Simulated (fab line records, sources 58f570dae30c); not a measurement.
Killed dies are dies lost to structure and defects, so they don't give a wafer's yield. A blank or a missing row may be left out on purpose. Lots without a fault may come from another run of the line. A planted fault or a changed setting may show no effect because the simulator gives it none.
Which tool did it? | flow berkeley_cmos170 | 13 lots, 39 wafers sampled, at 6 steps of a route of 331

WHAT THE GAUGES READ, wafer by wafer
UCB170_NWELL_THK_MEAS_05.
lot  | measured    | on            | NWELL_NITRIDE_THK (nm)
L802 | day 2 13:31 | film_metro-03 | 223.4 222.6 222.9
L808 | day 3 11:53 | film_metro-04 | 225.7 224.2 224.5
L814 | day 4 16:08 | film_metro-04 | 223.4 221.3 224.7
L816 | day 5 06:11 | film_metro-03 | 221.5 220.7 219.8
L815 | day 5 06:12 | film_metro-04 | 226.3 226.1 224.8
L817 | day 5 11:08 | film_metro-01 | 225.8 224.4 225.5
L818 | day 5 13:50 | film_metro-01 | 224.3 223.6 226.4
L819 | day 5 20:01 | film_metro-04 | 227.3 226.6 223.6
L820 | day 6 01:04 | film_metro-04 | 224.3 220.7 221.8
L821 | day 6 06:00 | film_metro-04 | 221.0 221.7 218.7
L822 | day 6 12:58 | film_metro-01 | 224.1 224.7 224.5
L823 | day 6 19:17 | film_metro-04 | 222.1 223.4 223.0
L824 | day 6 21:26 | film_metro-04 | 226.9 224.5 227.6

UCB170_NWELL_OVL_MEAS_12.
lot  | measured    | on         | NWELL_OVL (nm)
L802 | day 2 14:25 | overlay-02 | -1 3 7
L808 | day 3 13:24 | overlay-02 | 4 6 4
L814 | day 4 17:10 | overlay-01 | 1 4 5
L816 | day 5 07:25 | overlay-02 | 10 7 8
L815 | day 5 07:06 | overlay-01 | 3 9 4
L817 | day 5 13:01 | overlay-02 | 2 2 0
L818 | day 5 16:28 | overlay-02 | 0 6 0
L819 | day 5 21:30 | overlay-01 | 0 3 -1
L820 | day 6 01:57 | overlay-02 | 3 2 2
L821 | day 6 07:27 | overlay-02 | -3 -3 3
L822 | day 6 14:26 | overlay-02 | 3 8 2
L823 | day 6 20:32 | overlay-01 | 5 8 5
L824 | day 6 23:26 | overlay-01 | 6 8 -4

UCB170_NVT_OVL_MEAS_06.
lot  | measured     | on         | NVT_OVL (nm)
L802 | day 5 04:19  | overlay-02 | -6 8 -1
L808 | day 6 08:48  | overlay-01 | - - -
L814 | day 7 23:29  | overlay-02 | 2 -7 -13
L816 | day 8 05:49  | overlay-02 | -22 -14 -12
L815 | day 8 05:26  | overlay-01 | -3 2 7
L817 | day 8 14:53  | overlay-01 | 0 2 2
L818 | day 8 14:38  | overlay-02 | 10 2 4
L819 | day 9 05:46  | overlay-02 | -6 -11 -12
L820 | day 9 05:40  | overlay-02 | -2 3 -4
L821 | day 9 15:55  | overlay-01 | -1 1 -5
L822 | day 9 16:06  | overlay-01 | -11 -16 -11
L823 | day 10 02:11 | overlay-02 | 2 -3 -1
L824 | day 10 02:38 | overlay-02 | 8 3 10

UCB170_NVT_TW_MEAS_09.
lot  | measured     | on            | NVT_TW
L802 | day 5 04:37  | film_metro-01 | 532 531 534
L808 | day 6 09:05  | film_metro-04 | 30 30 30 30 30 30
L814 | day 7 23:46  | film_metro-03 | 519 522 523
L816 | day 8 06:06  | film_metro-01 | 531 526 533
L815 | day 8 05:43  | film_metro-04 | 521 524 520
L817 | day 8 15:10  | film_metro-03 | 523 524 523
L818 | day 8 14:55  | film_metro-01 | 530 532 528
L819 | day 9 06:03  | film_metro-03 | 523 524 523
L820 | day 9 05:58  | film_metro-01 | 534 528 534
L821 | day 9 16:13  | film_metro-01 | 533 530 532
L822 | day 9 16:23  | film_metro-04 | 526 523 525
L823 | day 10 02:28 | film_metro-03 | 523 525 526
L824 | day 10 02:55 | film_metro-04 | 521 523 519

UCB170_GATE_THK_MEAS_02.
lot  | measured     | on            | GATE_OXIDE_THK (nm)
L802 | day 5 11:23  | film_metro-01 | 6.64 6.65 6.68
L814 | day 8 06:38  | film_metro-04 | 6.48 6.41 6.44
L816 | day 8 12:25  | film_metro-02 | 6.63 6.63 6.66
L815 | day 8 12:25  | film_metro-04 | 6.63 6.62 6.48
L817 | day 8 19:11  | film_metro-04 | 6.32 6.44 6.33
L818 | day 8 19:11  | film_metro-01 | 6.48 6.45 6.50
L819 | day 9 18:18  | film_metro-01 | 6.37 6.30 6.31
L820 | day 9 12:05  | film_metro-01 | 6.51 6.38 6.42
L821 | day 9 22:13  | film_metro-02 | 6.32 6.41 6.31
L822 | day 9 22:13  | film_metro-04 | 6.39 6.43 6.41
L823 | day 10 11:07 | film_metro-01 | 6.37 6.45 6.49
L824 | day 10 11:07 | film_metro-04 | 6.42 6.46 6.55

WHICH TOOL RAN EACH LOT (tool, then ch and the chambers of the sampled wafers, then the start)
lot  | UCB170_NVT_EXPOSE_03
L802 | krf_scanner-02 ch 0, day 5 03:42
L808 | krf_scanner-01 ch 0, day 6 08:25
L814 | krf_scanner-01 ch 0, day 7 23:04
L816 | krf_scanner-02 ch 0, day 8 05:14
L815 | krf_scanner-01 ch 0, day 8 05:01
L817 | krf_scanner-02 ch 0, day 8 14:22
L818 | krf_scanner-02 ch 0, day 8 14:15
L819 | krf_scanner-02 ch 0, day 9 05:23
L820 | krf_scanner-02 ch 0, day 9 05:11
L821 | krf_scanner-02 ch 0, day 9 15:22
L822 | krf_scanner-01 ch 0, day 9 15:37
L823 | krf_scanner-02 ch 0, day 10 01:47
L824 | krf_scanner-02 ch 0, day 10 02:01
- UCB170_NVT_EXPOSE_03: exposes mask PWELL, target cd 3000 nm.

WHAT THE TOOLS THEMSELVES READ (means of the sampled wafers that have a number; where no wafer has one, the mark that the record gives instead)
The record holds no such reading with a usual standard deviation.

THE ANSWER, worked out from the rows above alone
Rule: what is usual is taken from the lots themselves. Put in order of their means at a reading, lots are off if they are a third of the lots or fewer, leave a main group of 4 or more, and stand apart from it by a gap of 3 or more times the standard deviation of the main group's means; of several such gaps the widest counts. A main group whose means are all the same, to the digits that the tables above print for the reading, isn't used. A lot without any number at a reading at which 4 lots or more have one is off too. The other lots that the step has rows for count as sound. The gauges are gone through in route order, then the tools' own readings, and for those a lot's mean is taken as printed above. The first step at which some lot is off is used, and at that step the reading that is off furthest; a lot without a number counts as furthest.
Off: L808, at UCB170_NVT_OVL_MEAS_06 (NVT_OVL). Without a number there: L808. The main group: mean -3 nm, standard deviation 6.8.
A tool fits if, at a process step before that reading, it ran every lot that is off, and no sound lot after the first of them. The gauges at UCB170_NVT_OVL_MEAS_06 aren't tried: what is off there is off at UCB170_NVT_TW_MEAS_09 too, on other tools, and a gauge's error can't cause that. None of those tried fits.

WHAT THE SIMULATOR HAD PUT IN
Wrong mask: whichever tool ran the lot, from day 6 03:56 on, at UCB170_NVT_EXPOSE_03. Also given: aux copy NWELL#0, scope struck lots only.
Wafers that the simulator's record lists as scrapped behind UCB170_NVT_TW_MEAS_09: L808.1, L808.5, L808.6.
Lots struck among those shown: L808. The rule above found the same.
